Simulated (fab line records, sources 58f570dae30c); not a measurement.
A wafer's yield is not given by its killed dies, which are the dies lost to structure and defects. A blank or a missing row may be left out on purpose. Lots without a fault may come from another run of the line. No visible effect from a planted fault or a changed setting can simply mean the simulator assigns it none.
Split-lot trial    flow berkeley cmos170    23 wafers read across 5 lots, on a route 331 steps long

THE SPLIT
At UCB170_ACTIVE_OXIDATION_02 (target thk 26.4 nm, ox time 1260 s), the setting ox time s was moved away from the recipe's 1260 s on 15 of the 23 wafers read, by -6.0% to +11.9%. All remaining wafers had this setting at the recipe value.

Reading taken at the split's own step.

THE READING
SiO2_of_ACTIVE_OXIDATION_02.thk nm (the simulator's own value, which no gauge read), in nm, at UCB170_ACTIVE_OXIDATION_02 (target thk 26.4 nm, ox time 1260 s). No usual value for it is given in the file. Here, 8 wafers ran the recipe; their average is 26.64 nm with a standard deviation of 0.44 nm.

wafer   tool, chamber at the split  ox time s as run, s  against the recipe  SiO2_of_ACTIVE_OXIDATION_02.thk nm, nm  against lot-mates on the recipe
L076.1  furnace-04, 0               1260                 recipe              27.34                                   -
L076.4  furnace-04, 0               1260                 recipe              27.15                                   -
L076.6  furnace-04, 0               1260                 recipe              27.08                                   -
L079.1  -, -                        1209                 -4.0%               25.96                                   no lot-mate on the recipe
L079.2  -, -                        1209                 -4.0%               25.93                                   no lot-mate on the recipe
L079.3  -, -                        1209                 -4.0%               26.27                                   no lot-mate on the recipe
L079.4  -, -                        1209                 -4.0%               26.06                                   no lot-mate on the recipe
L079.5  -, -                        1209                 -4.0%               26.01                                   no lot-mate on the recipe
L081.1  -, -                        1185                 -6.0%               25.16                                   no lot-mate on the recipe
L081.2  -, -                        1185                 -6.0%               25.16                                   no lot-mate on the recipe
L081.3  -, -                        1185                 -6.0%               25.46                                   no lot-mate on the recipe
L081.5  -, -                        1185                 -6.0%               25.38                                   no lot-mate on the recipe
L081.6  -, -                        1185                 -6.0%               25.56                                   no lot-mate on the recipe
L082.2  -, -                        1410                 +11.9%              28.35                                   no lot-mate on the recipe
L082.3  -, -                        1410                 +11.9%              28.08                                   no lot-mate on the recipe
L082.4  -, -                        1410                 +11.9%              28.09                                   no lot-mate on the recipe
L082.6  -, -                        1410                 +11.9%              28.09                                   no lot-mate on the recipe
L082.5  -, -                        1410                 +11.9%              27.96                                   no lot-mate on the recipe
L084.1  -, -                        1260                 recipe              26.43                                   -
L084.2  -, -                        1260                 recipe              26.29                                   -
L084.4  -, -                        1260                 recipe              26.44                                   -
L084.5  -, -                        1260                 recipe              26.14                                   -
L084.6  -, -                        1260                 recipe              26.28                                   -

FIT RESULTS
A straight line over all 23 wafers: SiO2_of_ACTIVE_OXIDATION_02.thk nm changes by +0.144 nm for each +1% of ox time s; r = +0.94; the points scatter about the line by 0.35 nm.
Too few moved wafers have a lot-mate on the recipe to fit a line with each lot's own level taken away.

THE FILE'S OWN FIT
SiO2_of_ACTIVE_OXIDATION_02.thk nm changes by +0.144 nm for each +1% of ox time s, r = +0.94.
